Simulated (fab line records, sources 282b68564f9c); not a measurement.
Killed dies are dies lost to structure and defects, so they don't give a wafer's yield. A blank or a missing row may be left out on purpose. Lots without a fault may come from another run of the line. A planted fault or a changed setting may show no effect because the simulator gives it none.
fab line records | flow rit_cmos
record lots=6 wafers=18 last_day=7
route steps=202 shown NRETRO@60 PRETRO@64 GATE@75 M1@202
lots that met no fault: from a run of the same line without faults
start_h: hours from the record's first day to the start of the lot's first wafer shown | wait_h: hours since the lot's step before | " the same as in the row above | L1.1+2: a row that stands for several wafers | - no value, or no start given | * or withheld: withheld | < > ~ a bound
route shown NAME@n: a module of which the file shows steps, and the number in the route of the first | usual: mean/standard deviation of fault-free wafers | same: alike in all rows | chamber/n: place in a boat | sites: the reading at each site | _std_site: their standard deviation | _edge_site: outer sites' mean less inner sites' | radius_mm: how far each site lies from the wafer's centre | mask NAME#n: copy n | behind: the tool/chamber that last shaped the wafer | hold: why the lot was held/for how many hours/how that ended | device: the transistor (n, p or np) that didn't switch | end of line: the same wafers' tests at the end of the route | a step without rows: its recipe alone | killed: dies lost to structure and defects at the first sort, not the wafer's yield | map: a wafer's dies, x killed, . not, _ none there
set.NAME: the setting as run; set.NAME@STEP: as run at that earlier step | model.NAME: the simulator's own value behind a step, which no gauge read
lots at some steps of the route; a table a step, a row a wafer
services: from which hour (start_h, from the record's first day; less than 0 if before it) a tool's chamber was out of use, for how many hours, and why
## steps
# step RIT_NRETRO_HARDBAKE_07
# recipe resist=NOVOLAK temp_c=140 time_s=120
# step RIT_NRETRO_IMPLANT_08
# recipe species=P energy_kev=70 dose_cm2=1e+13 tilt_deg=7
# step RIT_NRETRO_STRIP_09
# recipe chemistry=O2 time_s=180 resist=NOVOLAK platen_temp_c=withheld power_w=500 pressure_mtorr=4000 o2_flow_sccm=4000
# usual drypump_motor_current_A=5.7/0.45
# columns lot.wafer tool chamber start_h wait_h drypump_motor_current_A rf_hours_counter_h
L328.1 plasma_asher-01 1 67.56 0.1 5.0 27
L328.2 " 0 " " 6.0 27
L328.3 " 0 " " 6.0 -
L334.2 plasma_asher-03 0 100.63 0.1 5.7 38
L334.3 " 1 " " 5.6 -
L334.4 " 0 " " 5.7 -
L338.1 plasma_asher-01 1 115.74 0.1 5.0 32
L338.2 " 0 " " 6.0 32
L338.6 " 0 " " 6.0 -
L339.1 plasma_asher-03 1 121.40 0.1 5.6 40
L339.4 " 0 " " 5.6 -
L339.5 " 1 " " 5.6 -
L340.2 plasma_asher-01 0 122.45 0.1 6.0 33
L340.3 " 1 " " 5.0 -
L340.5 " 1 " " 5.0 -
L344.2 plasma_asher-01 0 137.08 0.1 6.0 35
L344.4 " 1 " " 5.0 -
L344.5 " 0 " " 6.0 -
# step RIT_NRETRO_TW_MEAS_10
# usual NRETRO_TW=1058/6.9
# columns lot.wafer tool chamber start_h wait_h NRETRO_TW
L328.1 film_metro-01 - 67.73 0.1 1073
L328.2 " - " " 1073
L328.3 " - " " 1070
L334.2 film_metro-01 - 100.81 0.1 1071
L334.3 " - " " 1069
L334.4 " - " " 1074
L338.1 film_metro-02 - 115.92 0.1 1043
L338.2 " - " " 1049
L338.6 " - " " 1050
L339.1 film_metro-02 - 121.57 0.1 1056
L339.4 " - " " 1054
L339.5 " - " " 1054
L340.2 film_metro-03 - 122.63 0.1 1055
L340.3 " - " " 1060
L340.5 " - " " 1059
L344.2 film_metro-02 - 137.27 0.1 1062
L344.4 " - " " 1055
L344.5 " - " " 1054
# step RIT_PRETRO_HMDS_00
# recipe prime_time_s=60 prime_temp_c=140
# step RIT_PRETRO_COAT_01
# recipe resist=NOVOLAK spin_rpm=2000 resist_thk_nm=1300
# step RIT_PRETRO_SOFTBAKE_02
# recipe resist=NOVOLAK temp_c=90 time_s=60
# step RIT_PRETRO_EXPOSE_03
# recipe mask_id=M5 na=0.57 target_cd_nm=43700 dose_mj=250
# step RIT_PRETRO_PEB_04
# recipe resist=NOVOLAK temp_c=withheld time_s=withheld
# step RIT_PRETRO_DEVELOP_05
# recipe resist=NOVOLAK develop_time_s=68 dev_temp_c=23
# step RIT_PRETRO_OVL_MEAS_06
# usual PRETRO_OVL=0.2/1.2
# columns lot.wafer tool chamber start_h wait_h PRETRO_OVL[nm]
L328.1 overlay-02 - 68.95 - -0.1
L328.2 " - " " -2.5
L328.3 " - " " -1.5
L334.2 overlay-01 - 106.64 - 0.7
L334.3 " - " " 1.8
L334.4 " - " " -0.4
L338.1 overlay-02 - 122.64 - 0.5
L338.2 " - " " 1.0
L338.6 " - " " -0.4
L339.1 overlay-01 - 122.75 - -0.1
L339.4 " - " " -0.6
L339.5 " - " " 1.0
L340.2 overlay-02 - 124.26 - -1.4
L340.3 " - " " -0.3
L340.5 " - " " -0.8
L344.2 overlay-01 - 138.40 - 2.0
L344.4 " - " " 1.4
L344.5 " - " " 0.7
# step RIT_PRETRO_HARDBAKE_07
# recipe resist=NOVOLAK temp_c=140 time_s=120
# step RIT_PRETRO_IMPLANT_08
# recipe species=B energy_kev=45 dose_cm2=1.2e+13 tilt_deg=7
# usual dose_ions_cm2=1.1999e+13/1.3e+10 faraday_current_uA=38.1/0.75
# columns lot.wafer tool chamber start_h wait_h dose_ions_cm2 faraday_current_uA
L328.1 implanter-03 0 69.25 0.2 1.1978e+13 38.3
L328.2 " 0 " " 1.1982e+13 37.6
L328.3 " 0 " " 1.2006e+13 38.2
L334.2 implanter-02 0 106.95 0.2 1.1974e+13 37.1
L334.3 " 0 " " 1.1992e+13 39.0
L334.4 " 0 " " 1.1986e+13 38.4
L338.1 implanter-03 0 122.92 0.2 1.2019e+13 37.0
L338.2 " 0 " " 1.2007e+13 38.0
L338.6 " 0 " " 1.1987e+13 37.4
L339.1 implanter-02 0 123.17 0.2 6.616e+12 21.0
L339.4 " 0 " " 6.586e+12 21.2
L339.5 " 0 " " 6.601e+12 20.6
L340.2 implanter-03 0 124.67 0.2 1.199e+13 38.6
L340.3 " 0 " " 1.1992e+13 37.1
L340.5 " 0 " " 1.1992e+13 37.2
L344.2 implanter-02 0 138.98 0.2 6.594e+12 20.9
L344.4 " 0 " " 6.586e+12 20.1
L344.5 " 0 " " 6.604e+12 21.7
# step RIT_PRETRO_STRIP_09
# recipe chemistry=O2 time_s=180 resist=NOVOLAK platen_temp_c=withheld power_w=500 pressure_mtorr=4000 o2_flow_sccm=4000
# usual drypump_motor_current_A=5.7/0.38
# columns lot.wafer tool chamber start_h wait_h drypump_motor_current_A rf_hours_counter_h
L328.1 plasma_asher-04 1 69.40 0.1 5.8 42
L328.2 " 0 " " 5.3 42
L328.3 " 0 " " 5.4 -
L334.2 plasma_asher-03 0 107.07 0.1 5.7 38
L334.3 " 0 " " 5.6 -
L334.4 " 1 " " 5.6 -
L338.1 plasma_asher-03 0 123.07 0.1 5.7 41
L338.2 " 1 " " 5.6 41
L338.6 " 1 " " 5.6 -
L339.1 plasma_asher-04 0 123.32 0.1 5.4 48
L339.4 " 0 " " 5.3 -
L339.5 " 1 " " 5.7 -
L340.2 plasma_asher-02 1 124.80 0.1 6.5 1
L340.3 " 0 " " 5.5 -
L340.5 " 0 " " 5.5 -
L344.2 plasma_asher-03 0 139.11 0.1 5.7 43
L344.4 " 0 " " 5.7 -
L344.5 " 0 " " 5.6 -
# step RIT_PRETRO_TW_MEAS_10
# usual PRETRO_TW=475/3.5
# columns lot.wafer tool chamber start_h wait_h PRETRO_TW
L328.1 film_metro-02 - 69.57 0.1 479
L328.2 " - " " 480
L328.3 " - " " 477
L334.2 film_metro-04 - 107.26 0.1 474
L334.3 " - " " 475
L334.4 " - " " 473
L338.1 film_metro-03 - 123.25 0.1 478
L338.2 " - " " 481
L338.6 " - " " 480
L339.1 film_metro-04 - 123.50 0.1 392
L339.4 " - " " 393
L339.5 " - " " 393
L340.2 film_metro-03 - 124.98 0.1 479
L340.3 " - " " 479
L340.5 " - " " 476
L344.2 film_metro-04 - 139.29 0.1 390
L344.4 " - " " 391
L344.5 " - " " 395
# step RIT_GATE_WET_ETCH_00
# recipe chemistry=BOE target=SiO2 target_depth_nm=56 time_s=60 dry=n2_spin dilution=10:1 temp_c=21.5
# step RIT_M1_PROBE_99
# usual killed_at_contacts=0.1/0.25 killed_at_front_end=7/3.1 killed_dies=7/3.2 killed_on_rim=1.9/1.5 killed_open=3.3/2 killed_short=3.5/2
# same gross_dies=264 killed_at_M0_to_M3=0 killed_at_M4_up=0 killed_at_back_side=0 killed_at_other=0
# columns lot.wafer tool chamber start_h wait_h killed_at_contacts killed_at_front_end killed_dies killed_on_rim killed_open killed_short model.etest.nmos_0p3.r_on_ohm_um model.etest.nmos_0p15.r_on_ohm_um model.etest.nmos_turned.drive_ua_um model.etest.nmos_0p15.drive_ua_um model.etest.nmos_0p3.drive_ua_um model.etest.nmos_narrow.drive_ua_um model.etest.nmos_0p15.off_log10_a_um model.etest.retro_edge_nmos.off_log10_a_um
L328.1 prober-02 - 128.26 0.1 0 5 5 0 3 2 2125 1128 326.1 463.5 226.7 229.7 -10.43 -10.23
L328.2 prober-02 - 128.31 0.1 0 3 3 2 2 1 2172 1176 324.1 453.5 225.9 231.1 -10.41 -10.35
L328.3 prober-02 - 128.36 0.2 0 6 6 1 4 2 2101 1090 329.4 472 229.6 232.2 -10.2 -10.13
L334.2 prober-02 - 137.49 0.1 0 1 1 0 1 0 2126 1085 336.9 493.2 232.9 235.8 -9.445 -9.395
L334.3 prober-02 - 137.54 0.2 0 6 6 1 4 2 2117 1102 338 481.4 231.5 235 -9.89 -9.762
L334.4 prober-02 - 137.59 0.2 0 10 10 5 4 6 2100 1091 338.5 486.1 232.9 237.8 -9.804 -9.574
L338.1 prober-02 - 150.66 0.1 0 9 9 3 5 4 2151 1144 316.5 455.1 228.5 231.7 -10.62 -10.59
L338.2 prober-02 - 150.71 0.1 0 6 6 1 1 5 2176 1167 318.2 451.3 227.6 226.8 -10.72 -10.64
L338.6 prober-02 - 150.91 0.2 0 6 6 1 3 3 2136 1155 312.9 455.9 229.1 229.3 -10.61 -10.44
L339.1 prober-01 - 154.73 0.1 0 6 6 3 2 4 1937 1034 395.6 525.7 267.5 264.1 -8.821 -8.781
L339.4 prober-01 - 154.88 0.2 0 5 5 0 3 2 1949 1048 407.7 531.1 265.8 264.9 -8.698 -8.496
L339.5 prober-01 - 154.93 0.2 0 7 7 0 2 5 1920 1006 411.6 536 267 265.5 -8.347 -8.232
L340.2 prober-02 - 156.28 0.1 0 11 11 4 4 7 2176 1105 317.4 464.7 221.5 222.4 -10.05 -9.925
L340.3 prober-02 - 156.33 0.2 0 8 8 3 3 5 2167 1137 325.7 466.4 224 222 -10.12 -9.853
L340.5 prober-02 - 156.43 0.2 0 10 10 4 2 8 2160 1099 322.3 473.5 220.8 222 -9.991 -9.896
L344.2 prober-02 - 168.89 0.1 0 2 2 0 1 1 1977 1071 402.2 533.5 269.5 261.2 -8.605 -8.342
L344.4 prober-02 - 168.99 0.2 0 4 4 1 2 2 1962 1058 390.7 520.4 267.5 263 -8.846 -8.71
L344.5 prober-02 - 169.04 0.2 1 6 7 3 1 6 1970 1054 401.2 533.7 266.5 264.8 -8.457 -8.4
# killed by level:class
L328.1 SPACER:geometric_particle:short=2 FOX1:geometric_particle:open=1 FOX2:geometric_particle:open=1 SPACER:geometric_particle:open=1
L328.2 SILICIDE:geometric_particle:open=2 GATE:geometric_particle:short=1
L328.3 FOX1:geometric_particle:open=2 FOX1:geometric_particle:short=2 GATE:geometric_particle:open=1 SILICIDE:geometric_particle:open=1
L334.2 GATE:geometric_particle:open=1
L334.3 SILICIDE:geometric_particle:open=3 FOX1:geometric_particle:open=1 FOX2:geometric_particle:short=1 GATE:geometric_particle:short=1
L334.4 GATE:geometric_particle:short=5 GATE:geometric_particle:open=2 FOX2:geometric_particle:short=1 SPACER:geometric_particle:open=1 SILICIDE:geometric_particle:open=1
L338.1 GATE:geometric_particle:open=3 GATE:geometric_particle:short=3 SPACER:geometric_particle:open=2 SPACER:geometric_particle:short=1
L338.2 FOX1:geometric_particle:short=2 SPACER:geometric_particle:short=2 GATE:geometric_particle:short=1 GATE:geometric_particle:open=1
L338.6 GATE:geometric_particle:short=2 FOX1:geometric_particle:open=1 FOX2:geometric_particle:open=1 GATE:geometric_particle:open=1 SPACER:geometric_particle:short=1
L339.1 GATE:geometric_particle:short=2 GATE:geometric_particle:open=2 REOX:geometric_particle:short=1 FOX1:geometric_particle:short=1
L339.4 GATE:geometric_particle:open=2 FOX1:geometric_particle:short=1 REOX:geometric_particle:open=1 SILICIDE:geometric_particle:short=1
L339.5 GATE:geometric_particle:short=3 FOX1:geometric_particle:short=1 FOX2:geometric_particle:open=1 SPACER:geometric_particle:open=1 SPACER:geometric_particle:short=1
L340.2 GATE:geometric_particle:short=3 GATE:geometric_particle:open=2 REOX:geometric_particle:short=2 REOX:geometric_particle:open=2 FOX1:geometric_particle:short=1 FOX2:geometric_particle:short=1
L340.3 GATE:geometric_particle:short=3 FOX1:geometric_particle:short=1 FOX2:geometric_particle:open=1 GATE:geometric_particle:open=1 SPACER:geometric_particle:open=1 SPACER:geometric_particle:short=1
L340.5 GATE:geometric_particle:short=5 SILICIDE:geometric_particle:short=2 REOX:geometric_particle:open=1 REOX:geometric_particle:short=1 SILICIDE:geometric_particle:open=1
L344.2 SILICIDE:geometric_particle:short=1 SILICIDE:geometric_particle:open=1
L344.4 GATE:geometric_particle:short=2 GATE:geometric_particle:open=1 SILICIDE:geometric_particle:open=1
L344.5 SILICIDE:geometric_particle:short=3 GATE:geometric_particle:short=1 REOX:geometric_particle:open=1 REOX:geometric_particle:short=1 CONTACT:geometric_particle:short=1
## services
# columns tool chamber start_h hours kind
plasma_asher-03 - 67.92 3.8 repair
plasma_asher-02 - 108.75 9.0 pm
plasma_asher-02 0 108.75 9.0 vent_cycle
plasma_asher-02 1 108.75 9.0 vent_cycle
plasma_asher-01 - 112.30 2.8 pm
plasma_asher-02 0 117.75 - clean
plasma_asher-02 1 117.75 - clean
plasma_asher-03 - 130.17 3.4 repair
## key
first_sign step=RIT_PRETRO_IMPLANT_08 reading=dose_ions_cm2 direction=down sigmas=99+ usual=1.1999e+13 struck=6.598e+12
effect step=RIT_PRETRO_IMPLANT_08 reading=faraday_current_uA direction=down sigmas=23 usual=38.1 struck=20.9
effect step=RIT_PRETRO_TW_MEAS_10 reading=PRETRO_TW direction=down sigmas=24 usual=475 struck=392
model_effect step=RIT_M1_PROBE_99 value=etest.nmos_0p3.r_on_ohm_um without=2136 struck=1953
met_at RIT_PRETRO_IMPLANT_08
struck_wafers L339.1,L339.4,L339.5,L344.2,L344.4,L344.5
tester_left_out L339,L344
onset_between 106.95 123.17
fault kind=process_parameter_drift tool=implanter-02 chamber=- onset_h=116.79 steps=RIT_PRETRO_IMPLANT_08 channel=dose_cm2 offset=-5.4e+12 shape=step end_h=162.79 acts_in=these_recipes_only stated=1.2e+13
# tester_left_out: of these lots the tester's yield and bins aren't shown, on N5 and GAA mostly nor the transistor test; their killed dies are dies lost to structure and defects alone, not to doping, threshold or leakage, so they don't give the yield
